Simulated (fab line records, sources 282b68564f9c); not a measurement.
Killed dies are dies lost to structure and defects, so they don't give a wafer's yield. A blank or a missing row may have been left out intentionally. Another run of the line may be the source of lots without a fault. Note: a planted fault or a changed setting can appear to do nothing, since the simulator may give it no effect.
Struck lot and sound lot, side by side || flow rit_cmos || 14 steps out of a route of 202
Sound: the wafers L900.2, L900.3, L900.4. Struck: wafer L910.1. (L910.3, L910.6 of the same lot were not struck and are left out.) The cause comes at the end.
Per side, at each step with rows, come the tool, then ch with its chambers, and then its first start. Under that, the readings that differ: sound wafers || struck wafers || difference of the means || sigmas: that difference in standard deviations of wafers without a fault.
alike: same words and numbers on both sides, and readings whose means sit less than 2 such deviations apart. not compared: any withheld reading, any reading some wafer has no value for, any bound like >300 that may hide the same value, and any number with overlapping values for which the record gives no deviation.
Wherever a step has rows on one side only, a row that says differs or no value, or a row with sigmas, the two part there. When numbers do not overlap yet have no deviation, they are printed without sigmas and do not part them. A reading missing from all wafers of one side parts the sides only when that side holds two or more wafers.

first, 1 step without rows for these wafers: RIT_ACTIVE_OXIDATION_01 (target thk 46.8 nm, ox time 3360 s).
RIT_ACTIVE_THK_MEAS_02:
  sound on film_metro-01, day 3 04:04; struck on film_metro-04, day 5 06:03
{"reading": "ACTIVE_OXIDE_THK (nm)", "sound": "46.8 47.3 46.6", "struck": 44.5, "difference": -2.4, "sigmas": -3}
then, 1 step without rows for these wafers: RIT_ACTIVE_CVD_03 (deposits Si3N4 from SiH2Cl2/NH3, target thk 150 nm, time 1500 s).
RIT_ACTIVE_THK_MEAS_04:
  sound on film_metro-02, day 3 05:32; struck on film_metro-04, day 5 07:32
  alike: ACTIVE_NITRIDE_THK
then, 6 steps without rows for these wafers: RIT_ACTIVE_HMDS_05 (prime time 60 s); RIT_ACTIVE_COAT_06 (resist thk 1000 nm); RIT_ACTIVE_SOFTBAKE_07 (time 60 s); RIT_ACTIVE_EXPOSE_08 (exposes mask M1, target cd 1400 nm); RIT_ACTIVE_PEB_09; RIT_ACTIVE_DEVELOP_10 (develop time 50 s).
RIT_ACTIVE_CD_MEAS_11 targets a cd of 1400 nm.
  sound on cd_sem-01, day 3 06:28; struck on cd_sem-02, day 5 08:26
  alike: cd_nm
then, 1 step without rows for these wafers: RIT_ACTIVE_HARDBAKE_12 (time 60 s).
RIT_ACTIVE_ETCH_13: etches Si3N4 in SF6, stops on SiO2, time 210 s, target depth 210 nm.
  sound on rie_diel-04 ch 0,2,3, day 3 06:43; struck on rie_diel-04 ch 1, day 5 08:43
{"reading": "rf_hours_counter_h (h)", "sound": "39 98 108", "struck": 8, "difference": -74, "sigmas": ""}
{"reading": "model.NOVOLAK_of_ACTIVE_COAT_06.thk_nm (nm)", "sound": "649.7 664.9 650.9", "struck": 530.9, "difference": -124.3, "sigmas": ""}
{"reading": "model.SiO2_of_ACTIVE_OXIDATION_01.thk_nm (nm)", "sound": "44.1 47.23 44.14", "struck": 0, "difference": -45, "sigmas": ""}
{"reading": "model.ACTIVE.feature_depth_nm (nm)", "sound": "154.4 151.2 153.8", "struck": 194.9, "difference": "+41.8", "sigmas": ""}
  alike: drypump_motor_current_A, oes_product_au, throttle_valve_pct
RIT_ACTIVE_STRIP_14: strips in O2, time 180 s.
  sound on plasma_asher-03 ch 0,1, day 3 06:50; struck on plasma_asher-03 ch 0, day 5 08:50
  alike: drypump_motor_current_A
  not compared: rf_hours_counter_h

== WHERE THEY PART ==
Only at RIT_ACTIVE_THK_MEAS_02, as far as this record shows. Later steps at which nothing parts them and some readings are alike: RIT_ACTIVE_THK_MEAS_04, RIT_ACTIVE_CD_MEAS_11, RIT_ACTIVE_ETCH_13, RIT_ACTIVE_STRIP_14.

WHY: what the simulator had put in
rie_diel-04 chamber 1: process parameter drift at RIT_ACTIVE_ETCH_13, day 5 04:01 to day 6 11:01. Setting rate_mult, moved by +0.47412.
